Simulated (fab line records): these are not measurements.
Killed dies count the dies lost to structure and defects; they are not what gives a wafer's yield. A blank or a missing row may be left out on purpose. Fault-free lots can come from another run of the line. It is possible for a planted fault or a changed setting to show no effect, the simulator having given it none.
Which tool did it? + flow berkeley-cmos170 + 7 lots, 21 wafers sampled, at 3 steps of a route of 331

## WHAT EACH GAUGE READ, for each wafer
UCB170_NLDD_TW_MEAS_11.
| lot  | measured     | on            | NLDD_TW        |
|------|--------------|---------------|----------------|
| L866 | day 6 18:36  | film-metro-04 | 2216 2219 2223 |
| L867 | day 6 21:11  | film-metro-02 | 2214 2217 2215 |
| L872 | day 8 07:24  | film-metro-02 | 2096 2079 2080 |
| L878 | day 9 18:34  | film-metro-04 | 2216 2225 2211 |
| L881 | day 9 17:44  | film-metro-04 | 2215 2210 2203 |
| L883 | day 10 11:32 | film-metro-02 | 2203 2201 2201 |
| L886 | day 10 16:55 | film-metro-02 | 2209 2197 2200 |

## WHAT TOOL EACH LOT RAN ON (gives the tool, then ch and the chambers of the sampled wafers, and finally the start)
| lot  | UCB170_PLDD_STRIP_10                 | UCB170_NLDD_IMPLANT_09          |
|------|--------------------------------------|---------------------------------|
| L866 | plasma-asher-04 ch 0,1, day 6 16:33  | implanter-01 ch 0, day 6 18:21  |
| L867 | plasma-asher-04 ch 0,1, day 6 19:27  | implanter-02 ch 0, day 6 20:57  |
| L872 | plasma-asher-01 ch 0,1, day 8 05:29  | implanter-02 ch 0, day 8 07:09  |
| L878 | plasma-asher-01 ch 0,1, day 9 15:14  | implanter-04 ch 0, day 9 18:20  |
| L881 | plasma-asher-03 ch 0,1, day 9 14:50  | implanter-04 ch 0, day 9 17:29  |
| L883 | plasma-asher-04 ch 0,1, day 10 08:37 | implanter-04 ch 0, day 10 11:17 |
| L886 | plasma-asher-04 ch 0,1, day 10 14:27 | implanter-04 ch 0, day 10 16:40 |
- UCB170_PLDD_STRIP_10: strips in O2.
- UCB170_NLDD_IMPLANT_09

## THE ANSWER, worked out from the rows above alone
Rule: the lots themselves supply what counts as usual. The widest of any qualifying gaps counts: lots, ordered by their means at a reading, are off when they make up no more than a third of the lots, leave a main group of 4 or more, and stand apart from it by 3 or more times the standard deviation of that group's means. A main group whose means are all the same, to the digits that the tables above print for the reading, isn't used. Also off: a lot with no number at a reading for which 4 or more lots have one. Where the step has rows for the other lots, those lots are counted as sound.
Off: at UCB170_NLDD_TW_MEAS_11 (NLDD_TW), L872. The main group has a mean of 2211 with a standard deviation of 7.1.
A tool fits if, at a process step before that reading, it ran every lot that is off, and no sound lot after the first of them. Gauges at UCB170_NLDD_TW_MEAS_11: tried the same way as those tools. One fits: implanter-02 at UCB170_NLDD_IMPLANT_09. Its last sound lot is L867 (day 6 20:57), its first lot that is off L872 (day 8 07:09): a fault that began between those two fits.

## WHAT THE SIMULATOR HAD INSERTED
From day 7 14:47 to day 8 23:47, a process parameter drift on implanter-02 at UCB170_NLDD_IMPLANT_09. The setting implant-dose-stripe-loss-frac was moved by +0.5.
Struck lots among those shown: L872. The rule given above showed the same thing.
